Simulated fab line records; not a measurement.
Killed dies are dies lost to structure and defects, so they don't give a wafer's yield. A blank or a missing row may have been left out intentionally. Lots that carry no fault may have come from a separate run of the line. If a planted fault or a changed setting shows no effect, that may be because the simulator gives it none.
Split-lot experiment -- flow rit_cmos -- 23 wafers read across 5 lots, on a route 202 steps long

## SPLIT DETAILS
At RIT_NWELL_SOFTBAKE_02 (time 60 s), the setting temp_c was moved away from the recipe's 90 C on 12 of the 23 wafers read, by -1.6% to +3.4%. The other wafers ran this setting at the recipe's value.

## FROM THE SPLIT TO THE READING: what the file shows between them, 2 steps
- RIT_NWELL_EXPOSE_03: exposes mask M2, target cd 43900 nm
- RIT_NWELL_PEB_04

## THE READING
NOVOLAK_of_NWELL_COAT_01.thk_nm (the simulator's own value, which no gauge read), in nm, at RIT_NWELL_DEVELOP_05 (develop time 68 s). The file gives no usual value for it. Average 1301 nm, standard deviation 4.6 nm, over the 11 wafers here run with the recipe.

wafer,"tool, chamber at the split","temp_c as run, C",against the recipe,"NOVOLAK_of_NWELL_COAT_01.thk_nm, nm",against lot-mates on the recipe
L074.1,"litho_track-01, 0",93.06,+3.4%,1282,-14
L074.2,"litho_track-01, 0",93.06,+3.4%,1287,-10
L074.3,"litho_track-01, 0",90,recipe,1296,-
L074.5,"litho_track-01, 0",90,recipe,1297,-
L074.6,"litho_track-01, 0",93.06,+3.4%,1283,-14
L076.2,"litho_track-02, 0",90,recipe,1307,-
L076.5,"litho_track-02, 0",90,recipe,1308,-
L076.6,"litho_track-02, 0",90,recipe,1305,-
L080.1,"litho_track-04, 0",90,recipe,1300,-
L080.2,"litho_track-04, 0",90,recipe,1297,-
L080.3,"litho_track-04, 0",88.55,-1.6%,1303,+4
L080.4,"litho_track-04, 0",88.55,-1.6%,1307,+8
L080.5,"litho_track-04, 0",88.55,-1.6%,1307,+8
L083.1,"litho_track-04, 0",90,recipe,1306,-
L083.2,"litho_track-04, 0",92.47,+2.7%,1296,-6
L083.3,"litho_track-04, 0",92.47,+2.7%,1295,-6
L083.4,"litho_track-04, 0",90,recipe,1297,-
L083.5,"litho_track-04, 0",92.47,+2.7%,1290,-12
L085.1,"litho_track-01, 0",90,recipe,1298,-
L085.2,"litho_track-01, 0",90,recipe,1296,-
L085.3,"litho_track-01, 0",91.34,+1.5%,1291,-6
L085.4,"litho_track-01, 0",91.34,+1.5%,1295,-2
L085.6,"litho_track-01, 0",91.34,+1.5%,1290,-7

THE FIT
A straight line over all 23 wafers: NOVOLAK_of_NWELL_COAT_01.thk_nm changes by -3.93 nm for each +1% of temp_c; r = -0.83; the points scatter about the line by 4.3 nm.
The same after taking each lot's own level away (the mean of its wafers on the recipe; 23 wafers): -3.58 nm for each +1%; r = -0.92; scatter 2.4 nm.
On that fit, the largest move of temp_c shifts the reading by 12 nm.
From 1296.5 to 1306.7 nm: that is the span of the lots' own levels, equal to 2.2 times the standard deviation above.
So the lot-to-lot level changes the slope little: the two slopes agree.
Check: with one of the wafers moved furthest among these (+3.4%) left out of the fit, the line predicts -11.2 nm for it against its lot-mates. It came out at -14.5 nm against them.

## OTHER SPLITS APPLIED TO THESE WAFERS
These wafers also went through other splits before the reading. Each is held against what the fit with the lots' levels taken away leaves over:
other split on the same wafers,wafers away from the commonest value,r with NOVOLAK_of_NWELL_COAT_01.thk_nm (lot level and that fit taken away)
RIT_ACTIVE_CVD_03 temp_c,10,-0.08
RIT_ACTIVE_EXPOSE_08 dose_mj,8,-0.03
RIT_ACTIVE_ETCH_13 over_etch_frac,5,-0.12

## FILE'S OWN FIT
NOVOLAK_of_NWELL_COAT_01.thk_nm changes by -3.5 nm for each +1% of temp_c, r = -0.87.
